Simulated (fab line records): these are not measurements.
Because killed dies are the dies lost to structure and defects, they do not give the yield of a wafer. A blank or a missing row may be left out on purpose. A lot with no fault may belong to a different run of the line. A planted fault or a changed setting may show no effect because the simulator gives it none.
Which of the tools did it? | flow berkeley cmos170 | 15 lots, 45 wafers sampled, at 4 steps of a route of 331

== WHAT THE GAUGES READ, wafer by wafer ==
UCB170_NSD_OVL_MEAS_07.
lot  | measured     | on         | NSD_OVL (nm)
L586 | day 8 17:01  | overlay-01 | -13 -13 -14
L585 | day 8 17:20  | overlay-01 | -1 -8 -7
L590 | day 8 19:17  | overlay-01 | 1 -1 1
L587 | day 8 19:44  | overlay-01 | -7 -3 -9
L591 | day 9 06:02  | overlay-01 | -2 8 5
L594 | day 9 13:49  | overlay-02 | 2 -3 -8
L592 | day 9 13:49  | overlay-01 | -6 -10 -10
L595 | day 9 14:33  | overlay-01 | 4 0 2
L596 | day 10 04:17 | overlay-02 | 5 7 -1
L597 | day 10 04:41 | overlay-02 | 7 1 2
L599 | day 11 12:01 | overlay-01 | -3 -6 2
L601 | day 11 12:17 | overlay-01 | 11 11 14
L600 | day 11 12:34 | overlay-01 | 1 7 2
L604 | day 11 12:26 | overlay-01 | -4 -5 -2
L606 | day 12 13:44 | overlay-02 | 8 2 12

UCB170_M1_CD_MEAS_09: the cd target is 700 nm.
lot  | measured     | on        | cd nm (nm)
L586 | day 9 03:20  | cd sem-02 | 699.9 699.8 699.5
L585 | day 9 03:38  | cd sem-02 | 701.5 702.4 702.4
L590 | day 9 05:11  | cd sem-02 | 700.3 700.4 702.1
L587 | day 9 10:48  | cd sem-01 | 699.2 700.3 698.8
L591 | day 9 18:48  | cd sem-01 | 700.3 698.4 698.0
L592 | day 9 23:30  | cd sem-02 | 700.6 700.5 699.0
L597 | day 10 15:25 | cd sem-01 | 698.4 699.7 700.3
L599 | day 11 20:51 | cd sem-02 | 702.0 700.6 701.2
L601 | day 11 21:41 | cd sem-01 | 701.7 700.9 700.5
L600 | day 11 23:14 | cd sem-01 | 698.9 698.5 698.7
L604 | day 11 22:01 | cd sem-01 | 698.5 699.7 698.5
L606 | day 12 23:20 | cd sem-01 | 700.3 699.4 699.4

== WHICH TOOL RAN EACH LOT (tool, then ch and the chambers of the sampled wafers, then the start) ==
lot  | UCB170_PLDD_STRIP_10                 | UCB170_CONTACT_ETCH_18
L586 | plasma asher-03 ch 0,1, day 8 00:38  | rie diel-01 ch 1,3, day 9 00:00
L585 | plasma asher-03 ch 0,1, day 8 01:11  | rie diel-03 ch 1,2,3, day 9 00:00
L590 | plasma asher-03 ch 0,1, day 8 05:12  | rie diel-02 ch 0,1,2, day 9 03:00
L587 | plasma asher-02 ch 0,1, day 8 05:26  | rie diel-02 ch 0,2,3, day 9 05:00
L591 | plasma asher-03 ch 0,1, day 8 17:07  | rie diel-03 ch 0,1,3, day 9 17:00
L594 | plasma asher-01 ch 0,1, day 8 23:52  | rie diel-02 ch 0,1,2, day 9 22:00
L592 | plasma asher-03 ch 0,1, day 9 00:07  | rie diel-01 ch 0,2,3, day 9 21:00
L595 | plasma asher-01 ch 0,1, day 9 00:22  | rie diel-02 ch 0,1,3, day 10 02:00
L596 | plasma asher-03 ch 0,1, day 9 12:12  | rie diel-02 ch 0,2,3, day 10 12:00
L597 | plasma asher-01 ch 0,1, day 9 12:43  | rie diel-01 ch 0,2,3, day 10 13:00
L599 | plasma asher-03 ch 0,1, day 10 23:24 | rie diel-03 ch 0,2,3, day 11 18:00
L601 | plasma asher-02 ch 0,1, day 10 23:40 | rie diel-01 ch 1,2,3, day 11 19:00
L600 | plasma asher-01 ch 0,1, day 10 23:45 | rie diel-03 ch 0,2, day 11 20:00
L604 | plasma asher-02 ch 0,1, day 11 00:05 | rie diel-03 ch 0,1,2, day 11 20:00
L606 | plasma asher-01 ch 0,1, day 12 00:46 | rie diel-01 ch 0,2,3, day 12 20:00
- UCB170_PLDD_STRIP_10: strips in O2.
- UCB170_CONTACT_ETCH_18: etches PSG in CHF3/CF4/Ar, stops on TiSi2, target depth 840 nm, time 195 s.

== WHAT THE TOOLS THEMSELVES READ (means of the sampled wafers that have a number; where no wafer has one, the mark that the record gives instead) ==
UCB170_PLDD_STRIP_10.
lot  | tool            | drypump motor current A (A) | o2 flow sccm (sccm) | oes product au (a.u.) | strip time to endpoint s (s)
L586 | plasma asher-03 | 6.0                         | 398.7               | 0.731                 | 21.69
L585 | plasma asher-03 | 6.0                         | 399.3               | 0.728                 | 21.67
L590 | plasma asher-03 | 6.1                         | 400.0               | 0.733                 | 21.62
L587 | plasma asher-02 | 5.4                         | 398.4               | 0.733                 | 21.66
L591 | plasma asher-03 | 6.2                         | 400.6               | 0.732                 | 21.68
L594 | plasma asher-01 | 5.7                         | 400.5               | 0.733                 | 21.75
L592 | plasma asher-03 | 6.2                         | 399.7               | 0.738                 | 21.66
L595 | plasma asher-01 | 5.7                         | 401.5               | 0.734                 | 21.64
L596 | plasma asher-03 | 6.2                         | 399.0               | 0.732                 | 21.57
L597 | plasma asher-01 | 5.7                         | 400.3               | 0.738                 | 21.66
L599 | plasma asher-03 | 6.2                         | 401.3               | 0.740                 | 21.57
L601 | plasma asher-02 | 5.4                         | 398.4               | 0.732                 | 21.64
L600 | plasma asher-01 | 5.6                         | 401.5               | 0.736                 | 21.65
L604 | plasma asher-02 | 5.4                         | 399.7               | 0.732                 | 21.64
L606 | plasma asher-01 | 5.6                         | 399.8               | 0.737                 | 21.63

UCB170_CONTACT_ETCH_18.
lot  | tool        | CHF3_flow_sccm (sccm) | cf4 flow sccm (sccm) | drypump motor current A (A) | oes product au (a.u.) | throttle valve pct (%)
L586 | rie diel-01 | 45.01                 | 15.02                | 5.6                         | 0.908                 | 7.05
L585 | rie diel-03 | 44.82                 | 15.02                | 6.0                         | 0.905                 | 6.94
L590 | rie diel-02 | 45.04                 | 14.99                | 5.9                         | 0.896                 | 6.86
L587 | rie diel-02 | 45.07                 | 14.99                | 5.6                         | 0.901                 | 6.90
L591 | rie diel-03 | 45.00                 | 14.98                | 6.1                         | 0.890                 | 6.89
L594 | rie diel-02 | 45.14                 | 14.98                | 5.9                         | 0.820                 | 6.85
L592 | rie diel-01 | 45.02                 | 15.00                | 5.4                         | 0.900                 | 6.99
L595 | rie diel-02 | 45.04                 | 14.99                | 6.0                         | 0.830                 | 6.92
L596 | rie diel-02 | 44.92                 | 15.00                | 5.6                         | 0.823                 | 6.89
L597 | rie diel-01 | 44.97                 | 15.04                | 5.4                         | 0.901                 | 6.99
L599 | rie diel-03 | 45.04                 | 14.98                | 5.7                         | 0.900                 | 7.00
L601 | rie diel-01 | 44.93                 | 15.03                | 5.5                         | 0.902                 | 7.02
L600 | rie diel-03 | 44.87                 | 14.97                | 5.8                         | 0.894                 | 7.02
L604 | rie diel-03 | 44.87                 | 15.02                | 6.0                         | 0.890                 | 6.96
L606 | rie diel-01 | 45.00                 | 15.01                | 5.4                         | 0.911                 | 6.98

== THE ANSWER, worked out from the rows above alone ==
Rule: usual is defined by the lots themselves. The widest of any qualifying gaps counts: lots, ordered by their means at a reading, are off when they make up no more than a third of the lots, leave a main group of 4 or more, and stand apart from it by 3 or more times the standard deviation of that group's means. Not used: any main group whose means are identical at the precision the tables above print for the reading. Also off: a lot with no number at a reading for which 4 or more lots have one. The other lots that the step has rows for count as sound. After the gauges, taken in route order, come the tools' own readings; for these a lot's mean is taken, as printed above. At the first step where some lot is off, the reading lying furthest off is the one used; lots without a number count as furthest.
Off: L594, L595, L596, at UCB170_CONTACT_ETCH_18 (oes product au). Mean 0.900 a.u. and standard deviation 0.0062 in the main group.
A tool fits if, at that step or a process step before it, it ran every lot that is off, and no sound lot after the first of them. One candidate fits, namely rie diel-02 at UCB170_CONTACT_ETCH_18. A fault onset in the window from L587 (day 9 05:00, its last sound lot) to L594 (day 9 22:00, its first lot off) fits.
The tool's own readings at UCB170_CONTACT_ETCH_18 bear it out: on the lots that are off they differ by more than 5 times the standard deviation of the sound lots' means. oes product au reads 0.824 a.u. there against 0.900 a.u. on the sound lots.

== WHAT HAD BEEN PUT IN BY THE SIMULATOR ==
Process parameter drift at UCB170_CONTACT_ETCH_18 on rie diel-02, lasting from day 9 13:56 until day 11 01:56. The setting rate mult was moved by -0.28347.
Struck lots among those shown: L594, L595, L596. The rule above found the same.
